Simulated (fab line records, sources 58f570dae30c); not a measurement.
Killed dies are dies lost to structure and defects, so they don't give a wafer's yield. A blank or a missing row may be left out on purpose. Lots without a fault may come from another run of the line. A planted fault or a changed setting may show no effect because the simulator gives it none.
Chamber matching | flow berkeley_cmos170 | UCB170_V1_CMP_02 on cmp-01: 4 sister chambers
The step polishes SiO2. 4 wafers are shown with their chamber, then 7 later ones without.

WAFERS WITH THEIR CHAMBER
wafer  | chamber | motor_current_A (A)
L652.5 | 2       | 16.7
L656.5 | 1       | 17.3
L666.3 | 3       | 16.1
L666.4 | 0       | 17.7

WAFERS WITHOUT THEIR CHAMBER
wafer  | motor_current_A (A)
L666.5 | 16.1
L669.1 | 19.9
L669.2 | 16.1
L669.5 | 15.6
L668.1 | 16.1
L668.2 | 17.2
L668.5 | 18.9

WHICH CHAMBER EACH WENT THROUGH
wafer  | from the rows above               | in truth
L666.5 | can't be placed: 3 or 2 or 1 or 0 | 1
L669.1 | can't be placed: 0 or 1 or 2 or 3 | 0
L669.2 | can't be placed: 3 or 2 or 1 or 0 | 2
L669.5 | can't be placed: 3 or 2 or 1 or 0 | 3
L668.1 | can't be placed: 3 or 2 or 1 or 0 | 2
L668.2 | can't be placed: 1 or 0 or 2 or 3 | 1
L668.5 | can't be placed: 0 or 1 or 2 or 3 | 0
Placed correctly: 0 of 7. Can't be placed from these rows: 7 (the true chamber is among the candidates in 7). Placed wrongly: 0.
How it was worked out, from the rows above alone: a wafer's distance from a chamber is the root of the sum, over the readings, of the square of ((its reading less the chamber's mean) divided by the reading's scatter). The wafer belongs to the nearest chamber; if the next one is less than 2 further off, it can't be placed. A chamber's mean is the mean of its shown wafers. The scatter: with one shown wafer a chamber, the root of the mean of the squares of how far each hidden wafer lies from its nearest shown one.
